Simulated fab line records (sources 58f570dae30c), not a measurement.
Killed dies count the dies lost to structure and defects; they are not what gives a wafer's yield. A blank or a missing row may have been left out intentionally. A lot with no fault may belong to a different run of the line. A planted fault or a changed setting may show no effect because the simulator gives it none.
2 desks, one fault | flow berkeley cmos170 | each desk has only its own numbers; what lay behind them comes last

THE METROLOGY DESK
What the gauges read for every lot (on any tool): the sampled wafers with a number, averaged. Any lot whose mean is over 4 standard deviations away from the usual mean is out of limits and marked OUT; that distance is given in the brackets.
Columns: A = M3_AL_RS at UCB170_M3_RS_MEAS_02, usual 0.0321 ohm/sq; B = M3_AL_THK at UCB170_M3_THK_MEAS_03, usual 884 nm
lot  | first seen here | A                | B
L581 | day 8 08:33     | 0.0321           | 886
L582 | day 8 14:58     | 0.0320           | 887
L586 | day 8 20:54     | 0.0323           | 877
L583 | day 8 21:06     | 0.0319           | 892
L585 | day 8 22:15     | 0.0322           | 882
L589 | day 9 07:00     | 0.0317           | 890
L588 | day 9 07:16     | 0.0321           | 892
L587 | day 9 07:33     | 0.0317           | 890
L590 | day 9 19:50     | 0.0315           | 904
L591 | day 9 20:48     | 0.0324           | 878
L593 | day 10 13:53    | 0.0322           | 880
L601 | day 11 22:22    | 0.0476 (+42) OUT | 597 (-29) OUT
L602 | day 12 00:55    | 0.0324           | 880
L603 | day 12 08:33    | 0.0464 (+39) OUT | 617 (-27) OUT
This desk's result: L601, L603 out of limits, first on L601 (M3_AL_RS at UCB170_M3_RS_MEAS_02), day 11 22:22. Within limits: L581, L582, L586, L583, L585, L589, L588, L587, L590, L591, L593, L602.

AT THE TOOL OWNER'S DESK: pvd sputter-02
The tool's own readings at UCB170_M3_SPUTTER_01 (material Al, target thk 900 nm, time 120 s): means of the sampled wafers that have a number, for each lot that ran on this tool. Any lot whose mean is over 4 standard deviations away from the usual mean is out of limits and marked OUT; that distance is given in the brackets.
Columns: A = cathode dc power W at UCB170_M3_SPUTTER_01, usual 6000.0 W; B = chamber pressure pa at UCB170_M3_SPUTTER_01, usual 0.5000 Pa; C = throttle valve pct at UCB170_M3_SPUTTER_01, usual 29.8 %
lot  | first seen here | A      | B      | C
L581 | day 8 08:28     | 6000.1 | 0.5002 | 28.5
L582 | day 8 14:52     | 6000.9 | 0.5000 | 29.7
L583 | day 8 20:59     | 5999.9 | 0.4998 | 28.9
L589 | day 9 06:55     | 5999.3 | 0.5002 | 29.1
L590 | day 9 19:46     | 5999.8 | 0.4993 | 28.4
L601 | day 11 22:16    | 5999.9 | 0.5003 | 28.6
L603 | day 12 08:28    | 6000.4 | 0.5008 | 29.2
This desk's verdict: no lot among the 7 shows anything out of limits.

PUT TOGETHER
At day 11 22:22 the metrology desk could have sounded an alarm, on L601, L603.
The tool owner's desk saw nothing out of limits.
The tool owner's desk has L601, L603 on record, within its limits.
All the named lots went through UCB170_M3_SPUTTER_01 on pvd sputter-02.

WHAT THE SIMULATOR PUT IN
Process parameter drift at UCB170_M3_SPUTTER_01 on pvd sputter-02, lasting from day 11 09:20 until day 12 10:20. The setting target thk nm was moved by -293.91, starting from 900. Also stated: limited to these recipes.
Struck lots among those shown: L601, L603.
Time in hours between the start of the fault and the first out-of-limits reading at each desk: metrology desk, 13.
